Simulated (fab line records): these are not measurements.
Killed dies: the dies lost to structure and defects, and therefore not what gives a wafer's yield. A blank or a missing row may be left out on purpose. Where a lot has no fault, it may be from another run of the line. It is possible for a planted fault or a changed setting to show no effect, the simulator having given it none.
Which tool was responsible? ; flow ritCmos ; 14 lots, 42 wafers sampled, at 5 steps of a route of 202

== WHAT THE GAUGES READ, wafer by wafer ==
RIT_ACTIVE_CD_MEAS_11: target cd 1400 nm. Usual: cdNm 1399.9 nm, standard deviation 2.3.
lot;measured;on;cdNm (nm);flag
L673;day 1 14:35;cdSem-02;1401.2 1400.8 1400.9;
L674;day 1 19:48;cdSem-02;1404.5 1402.6 1401.3;
L675;day 2 01:25;cdSem-02;1401.4 1402.7 1399.3;
L676;day 2 05:35;cdSem-02;1402.1 1402.7 1401.8;
L680;day 3 02:16;cdSem-01;1399.7 1399.1 1398.3;
L685;day 4 02:35;cdSem-01;1396.1 1395.5 1396.6;
L686;day 4 09:14;cdSem-01;1397.4 1397.6 1395.7;
L687;day 4 12:26;cdSem-01;1397.4 1397.7 1399.0;
L691;day 5 09:40;cdSem-02;1402.2 1403.0 1403.1;
L692;day 5 13:37;cdSem-01;1399.6 1402.6 1399.9;
L693;day 5 20:08;cdSem-02;1398.8 1396.4 1397.8;
L694;day 5 23:28;cdSem-01;1400.7 1398.9 1400.8;
L695;day 6 07:01;cdSem-01;1398.3 1396.9 1398.6;
L696;day 6 11:10;cdSem-02;1402.4 1401.7 1402.0;

RIT_SILICIDE_RS_MEAS_02: the measuring method here is four-point-probe. Usual: SILICIDE_TI_RS gives 48.2 ohm/sq (standard deviation 0.69).
lot;measured;on;SILICIDE_TI_RS (ohm/sq);flag
L673;day 3 05:32;filmMetro-04;47.2 48.2 48.4;
L674;day 3 12:20;filmMetro-01;47.6 48.2 47.8;
L675;day 3 14:56;filmMetro-01;48.1 47.8 48.4;
L676;day 3 18:23;filmMetro-02;48.6 48.6 48.1;
L680;day 4 16:10;filmMetro-02;65.8 64.5 67.0;OFF
L685;day 5 21:10;filmMetro-02;49.4 48.3 48.2;
L686;day 5 23:50;filmMetro-01;65.6 66.4 66.0;OFF
L687;day 6 01:29;filmMetro-04;48.1 48.4 49.2;
L691;day 7 00:00;filmMetro-02;48.0 48.6 48.7;
L692;day 7 02:10;filmMetro-01;47.2 47.9 48.4;
L693;day 7 12:24;filmMetro-04;47.3 47.6 48.7;
L694;day 7 17:20;filmMetro-01;48.9 48.2 48.1;
L695;day 7 21:35;filmMetro-01;47.0 48.1 47.8;
L696;day 8 01:35;filmMetro-04;48.1 49.1 47.8;

RIT_SILICIDE_THK_MEAS_03: measures by xrf. Usual: SILICIDE_TI_THK gives 29.5 nm (standard deviation 0.39).
lot;measured;on;SILICIDE_TI_THK (nm);flag
L673;day 3 05:38;filmMetro-04;30.1 29.7 29.7;
L674;day 3 12:28;filmMetro-01;29.6 29.4 29.5;
L675;day 3 15:03;filmMetro-01;29.6 29.5 29.4;
L676;day 3 18:31;filmMetro-02;29.4 29.4 29.7;
L680;day 4 16:17;filmMetro-02;23.0 23.4 22.6;OFF
L685;day 5 21:17;filmMetro-02;28.8 29.5 29.5;
L686;day 5 23:56;filmMetro-01;23.0 22.6 22.8;OFF
L687;day 6 01:37;filmMetro-04;29.7 29.7 29.2;
L691;day 7 00:07;filmMetro-02;29.6 29.3 29.2;
L692;day 7 02:16;filmMetro-01;30.1 29.7 29.3;
L693;day 7 12:31;filmMetro-04;30.1 29.9 29.5;
L694;day 7 17:27;filmMetro-01;29.4 29.5 29.7;
L695;day 7 21:42;filmMetro-01;30.3 29.6 29.7;
L696;day 8 01:41;filmMetro-04;29.7 29.1 29.9;

== WHICH TOOL RAN EACH LOT (tool, then ch and the chambers of the sampled wafers, then the start) ==
lot;RIT_PWELL_STRIP_09;RIT_SILICIDE_SPUTTER_01
L673;plasmaAsher-04 ch 0,1, day 2 00:02;pvdSputter-03, day 3 05:20
L674;plasmaAsher-03 ch 0,1, day 2 05:37;pvdSputter-01, day 3 12:11
L675;plasmaAsher-03 ch 0,1, day 2 09:38;pvdSputter-03, day 3 14:47
L676;plasmaAsher-03 ch 0,1, day 2 14:58;pvdSputter-01, day 3 18:14
L680;plasmaAsher-03 ch 0,1, day 3 10:50;pvdSputter-01, day 4 16:01
L685;plasmaAsher-03 ch 0,1, day 4 14:05;pvdSputter-03, day 5 21:00
L686;plasmaAsher-03 ch 0,1, day 4 17:53;pvdSputter-01, day 5 23:40
L687;plasmaAsher-03 ch 0,1, day 4 21:26;pvdSputter-03, day 6 01:20
L691;plasmaAsher-04 ch 0,1, day 5 19:55;pvdSputter-04, day 6 23:51
L692;plasmaAsher-01 ch 0,1, day 5 23:05;pvdSputter-03, day 7 01:58
L693;plasmaAsher-01 ch 0,1, day 6 04:08;pvdSputter-03, day 7 12:14
L694;plasmaAsher-03 ch 0,1, day 6 10:01;pvdSputter-04, day 7 17:11
L695;plasmaAsher-01 ch 0,1, day 6 15:05;pvdSputter-03, day 7 21:25
L696;plasmaAsher-04 ch 1, day 6 20:38;pvdSputter-04, day 8 01:25
- RIT_PWELL_STRIP_09: strips in O2, time 180 s.
- RIT_SILICIDE_SPUTTER_01: material Ti, target thk 30 nm, time 240 s.

== AS READ BY THE TOOLS THEMSELVES (means over the sampled wafers that have a number; for cases with no such wafer, the mark the record gives instead) ==
RIT_PWELL_STRIP_09. Usual: drypumpMotorCurrentA 5.8 A, standard deviation 0.61.
lot;tool;drypumpMotorCurrentA (A);flag
L673;plasmaAsher-04;6.0;
L674;plasmaAsher-03;5.9;
L675;plasmaAsher-03;5.9;
L676;plasmaAsher-03;5.4;
L680;plasmaAsher-03;5.9;
L685;plasmaAsher-03;5.4;
L686;plasmaAsher-03;5.9;
L687;plasmaAsher-03;5.9;
L691;plasmaAsher-04;5.9;
L692;plasmaAsher-01;5.7;
L693;plasmaAsher-01;5.6;
L694;plasmaAsher-03;5.9;
L695;plasmaAsher-01;6.1;
L696;plasmaAsher-04;5.7;

RIT_SILICIDE_SPUTTER_01. Usual: throttleValvePct 30.4 %, standard deviation 0.7.
lot;tool;throttleValvePct (%);flag
L673;pvdSputter-03;30.1;
L674;pvdSputter-01;29.8;
L675;pvdSputter-03;29.9;
L676;pvdSputter-01;30.3;
L680;pvdSputter-01;29.9;
L685;pvdSputter-03;30.5;
L686;pvdSputter-01;30.3;
L687;pvdSputter-03;29.9;
L691;pvdSputter-04;31.2;
L692;pvdSputter-03;30.3;
L693;pvdSputter-03;30.4;
L694;pvdSputter-04;31.5;
L695;pvdSputter-03;30.7;
L696;pvdSputter-04;30.8;

== THE ANSWER, worked out from the rows above alone ==
Rule: take the mean of a lot's wafers that have a number; if it is more than 3 standard deviations from the usual mean, the lot is off. Also off: a lot with no number at a reading for which 4 or more lots have one. Any other lot the step has rows for is counted as sound. The gauges are gone through in route order, then the tools' own readings, and for those a lot's mean is taken as printed above. The first step at which some lot is off is used, and at that step the reading that is off furthest; a lot without a number counts as furthest.
Off: at RIT_SILICIDE_RS_MEAS_02 (SILICIDE_TI_RS), L680, L686.
If a tool, at a process step before that reading, ran all the lots that are off and no sound lot after the first of them, it fits. Gauges at RIT_SILICIDE_RS_MEAS_02: tried the same way as those tools. One candidate fits, namely pvdSputter-01 at RIT_SILICIDE_SPUTTER_01. Its last sound lot is L676 (day 3 18:14), its first lot that is off L680 (day 4 16:01): a fault that began between those two fits.

== WHAT THE SIMULATOR HAD INSERTED ==
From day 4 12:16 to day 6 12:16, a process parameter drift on pvdSputter-01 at RIT_SILICIDE_SPUTTER_01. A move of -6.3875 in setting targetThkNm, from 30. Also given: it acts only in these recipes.
Shown lots that were struck: L680, L686. The rule above reached the same finding.
